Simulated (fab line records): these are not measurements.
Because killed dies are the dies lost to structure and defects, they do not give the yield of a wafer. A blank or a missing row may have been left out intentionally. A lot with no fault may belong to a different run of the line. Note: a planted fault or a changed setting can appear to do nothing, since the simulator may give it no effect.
A sampling plan put to the test -- flow berkeley-cmos170 -- one fab line, 19 faults that these records tell of, each judged on the records of the lots that it struck
The plan consists of the line's own looks: route steps at which the wafer is read by a gauge or an inspection but not changed. Where struck wafers have a number at a look and the file lists that look's usual mean and standard deviation on fault-free wafers, the look can be judged. Caught: the struck wafers' mean, at a look after the fault's first step, is 4 or more of those standard deviations (sigma) away from the usual mean. On the tool: the same test on the tool's own readings at the fault's steps. Caught also covers a different recipe on the struck wafers, or a record left blank for those wafers only.

== THE FAULTS, as the simulator had put them in ==
1. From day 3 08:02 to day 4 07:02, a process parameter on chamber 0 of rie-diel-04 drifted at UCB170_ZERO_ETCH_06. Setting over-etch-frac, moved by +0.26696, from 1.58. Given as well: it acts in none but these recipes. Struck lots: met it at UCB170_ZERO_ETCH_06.
2. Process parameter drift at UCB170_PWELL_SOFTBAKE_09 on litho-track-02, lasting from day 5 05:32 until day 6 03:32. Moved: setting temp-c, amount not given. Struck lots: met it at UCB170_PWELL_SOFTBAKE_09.
3. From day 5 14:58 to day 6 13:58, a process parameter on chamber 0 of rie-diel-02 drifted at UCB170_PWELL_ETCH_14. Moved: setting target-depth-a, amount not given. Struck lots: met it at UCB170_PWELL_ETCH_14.
4. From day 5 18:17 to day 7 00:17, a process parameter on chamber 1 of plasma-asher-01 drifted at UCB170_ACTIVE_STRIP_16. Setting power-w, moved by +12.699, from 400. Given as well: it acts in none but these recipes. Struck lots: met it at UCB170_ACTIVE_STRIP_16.
5. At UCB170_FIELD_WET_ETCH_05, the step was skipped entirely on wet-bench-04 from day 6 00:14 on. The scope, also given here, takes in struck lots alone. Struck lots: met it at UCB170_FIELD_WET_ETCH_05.
6. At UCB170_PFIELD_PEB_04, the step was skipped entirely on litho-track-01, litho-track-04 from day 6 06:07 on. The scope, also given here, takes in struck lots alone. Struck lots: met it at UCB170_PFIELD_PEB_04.
7. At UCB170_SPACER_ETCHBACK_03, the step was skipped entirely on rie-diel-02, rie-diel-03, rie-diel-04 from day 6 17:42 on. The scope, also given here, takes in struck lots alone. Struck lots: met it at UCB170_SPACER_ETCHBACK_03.
8. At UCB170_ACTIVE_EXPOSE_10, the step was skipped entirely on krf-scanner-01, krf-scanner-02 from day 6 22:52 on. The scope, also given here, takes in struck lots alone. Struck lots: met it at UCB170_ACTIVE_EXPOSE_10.
9. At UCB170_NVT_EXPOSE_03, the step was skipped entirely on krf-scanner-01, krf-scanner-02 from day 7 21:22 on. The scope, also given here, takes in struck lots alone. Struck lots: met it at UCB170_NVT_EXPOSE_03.
10. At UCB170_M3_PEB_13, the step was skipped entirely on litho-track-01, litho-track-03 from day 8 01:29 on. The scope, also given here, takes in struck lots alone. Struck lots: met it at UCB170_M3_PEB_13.
11. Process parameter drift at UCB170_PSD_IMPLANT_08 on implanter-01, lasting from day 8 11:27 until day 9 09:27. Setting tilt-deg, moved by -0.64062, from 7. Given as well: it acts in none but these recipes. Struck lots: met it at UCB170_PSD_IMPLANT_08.
12. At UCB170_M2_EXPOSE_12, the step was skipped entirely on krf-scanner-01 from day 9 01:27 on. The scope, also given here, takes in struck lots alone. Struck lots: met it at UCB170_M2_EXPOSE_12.
13. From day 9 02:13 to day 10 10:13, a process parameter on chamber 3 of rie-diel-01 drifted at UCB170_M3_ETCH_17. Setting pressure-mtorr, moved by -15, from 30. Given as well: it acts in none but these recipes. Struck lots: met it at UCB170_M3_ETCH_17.
14. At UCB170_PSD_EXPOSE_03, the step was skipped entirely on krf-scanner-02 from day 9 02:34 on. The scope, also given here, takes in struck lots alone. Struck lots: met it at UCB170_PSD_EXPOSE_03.
15. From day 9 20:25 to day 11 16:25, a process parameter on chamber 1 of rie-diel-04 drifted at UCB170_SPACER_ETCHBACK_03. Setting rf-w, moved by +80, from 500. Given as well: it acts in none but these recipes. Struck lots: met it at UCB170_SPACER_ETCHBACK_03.
16. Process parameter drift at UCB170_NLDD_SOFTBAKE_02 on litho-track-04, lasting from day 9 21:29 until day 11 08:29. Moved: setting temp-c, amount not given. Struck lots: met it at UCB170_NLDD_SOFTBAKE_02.
17. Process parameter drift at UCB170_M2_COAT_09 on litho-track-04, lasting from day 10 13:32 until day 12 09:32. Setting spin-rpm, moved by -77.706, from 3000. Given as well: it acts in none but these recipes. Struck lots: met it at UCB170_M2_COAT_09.
18. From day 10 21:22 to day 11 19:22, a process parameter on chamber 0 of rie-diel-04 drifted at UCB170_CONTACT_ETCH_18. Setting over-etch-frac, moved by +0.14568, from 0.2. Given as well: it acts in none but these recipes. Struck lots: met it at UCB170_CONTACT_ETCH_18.
19. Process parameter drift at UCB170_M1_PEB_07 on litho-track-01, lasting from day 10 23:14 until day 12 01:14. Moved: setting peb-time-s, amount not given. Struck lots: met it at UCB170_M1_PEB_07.

== WHAT THE PLAN SAW ==
fault,on the tool itself,first look that catches it,"reading, sigma",median hours from its first step to that look,hours from the fault's start to the first struck lot there,judged looks passed uncaught
1,only faintly: oes-product-au -3.0 sigma,no look after it can be judged,-,-,-,0
2,heater-power-total-W +34 sigma,none of the 2 looks that can be judged after it,-,-,-,2
3,only faintly: oes-product-au -3.3 sigma,no look after it can be judged,-,-,-,0
4,strip-time-to-endpoint-s -6.0 sigma,not the one look that can be judged after it,-,-,-,1
5,the tool's record is blank for the struck wafers,no look after it can be judged,-,-,-,0
6,the tool's record is blank for the struck wafers,no look after it can be judged,-,-,-,0
7,the tool's record is blank for the struck wafers,no look after it can be judged,-,-,-,0
8,no reading that can be judged,no look after it can be judged,-,-,-,0
9,no reading that can be judged,no look after it can be judged,-,-,-,0
10,the tool's record is blank for the struck wafers,no look after it can be judged,-,-,-,0
11,tilt-deg -32 sigma,no look after it can be judged,-,-,-,0
12,no reading that can be judged,no look after it can be judged,-,-,-,0
13,chamber-pressure-mTorr -99 or beyond sigma,no look after it can be judged,-,-,-,0
14,no reading that can be judged,no look after it can be judged,-,-,-,0
15,rf-fwd-power-W +49 sigma,no look after it can be judged,-,-,-,0
16,heater-power-total-W -27 sigma,not the one look that can be judged after it,"strongest: cd-nm at UCB170_NLDD_CD_MEAS_06, -3.3",-,-,1
17,spin-speed-rpm -41 sigma,no look after it can be judged,-,-,-,0
18,oes-product-au -5.0 sigma,no look after it can be judged,-,-,-,0
19,heater-power-total-W +24 sigma,no look after it can be judged,-,-,-,0
A dash: the fault is not caught, or the number is missing from these records.

Caught at a look: 0 of 19. Caught on the tool: 13 of 19. By one or the other: 13 of 19.
On the tool alone, faults 2, 4, 5, 6, 7, 10, 11, 13, 15, 16, 17, 18, 19 were caught.
Caught by neither: faults 1, 3, 8, 9, 12, 14.
